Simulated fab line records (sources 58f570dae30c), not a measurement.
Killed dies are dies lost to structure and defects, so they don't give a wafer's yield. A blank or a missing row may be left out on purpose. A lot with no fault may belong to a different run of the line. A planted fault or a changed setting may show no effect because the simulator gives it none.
One fault through the eyes of 2 desks ; flow berkeleyCmos170 ; numbers are kept per desk, each desk with only its own; the story behind them comes last

## THE TOOL OWNER'S DESK: pvdSputter-02
The tool's own readings at UCB170_M3_SPUTTER_01 (material Al, target thk 900 nm, time 120 s): means of the sampled wafers that have a number, for each lot that ran on this tool. A lot is out of limits, marked OUT, if its mean lies more than 4 standard deviations from the usual mean; the brackets give that distance.
Columns: A = throttleValvePct at UCB170_M3_SPUTTER_01, usual 30.3 %
lot;first seen here;A
L649;day 10 11:02;29.4
L654;day 11 19:28;29.3
L656;day 12 12:23;29.3
This desk's verdict: no lot among the 3 shows anything out of limits.

## FROM THE METROLOGY DESK
What the gauges read for every lot (on any tool): the sampled wafers with a number, averaged. A lot is out of limits, marked OUT, if its mean lies more than 4 standard deviations from the usual mean; the brackets give that distance. Readings shown: 7 of its 9, picked as those furthest out on some lot.
Columns: A = cdNm at UCB170_V2_CD_MEAS_12, usual 700.0 nm; B = V2_OVL at UCB170_V2_OVL_MEAS_13, usual 2 nm; C = cdNm at UCB170_V2_CD_MEAS_90, usual 700.2 nm; D = M3_AL_RS at UCB170_M3_RS_MEAS_02, usual 0.0321 ohm/sq; E = M3_AL_THK at UCB170_M3_THK_MEAS_03, usual 909 nm; F = cdNm at UCB170_M3_CD_MEAS_15, usual 699.9 nm; G = M3_OVL at UCB170_M3_OVL_MEAS_16, usual -3 nm
lot;first seen here;A;B;C;D;E;F;G
L646;day 9 23:59;701.1;5;701.3;0.0322;918;699.9;-5
L649;day 10 10:25;698.5;8;698.4;0.0315;921;699.9;-8
L654;day 11 18:50;699.6;14;698.9;0.0320;904;699.9;-2
L656;day 12 11:47;699.5;-6;699.6;0.0317;918;700.7;-15
L660;day 13 02:02;695.9;-2;696.1;0.0326;894;700.1;3
L661;day 13 17:34;699.1;3;699.8;0.0320;917;697.4;-7
This desk's verdict: no lot among the 6 shows anything out of limits.

## PUT TOGETHER
The desk of the tool owner found nothing out of limits.
From the metrology desk's view, nothing was out of limits.

## WHAT WAS PUT IN BY THE SIMULATOR
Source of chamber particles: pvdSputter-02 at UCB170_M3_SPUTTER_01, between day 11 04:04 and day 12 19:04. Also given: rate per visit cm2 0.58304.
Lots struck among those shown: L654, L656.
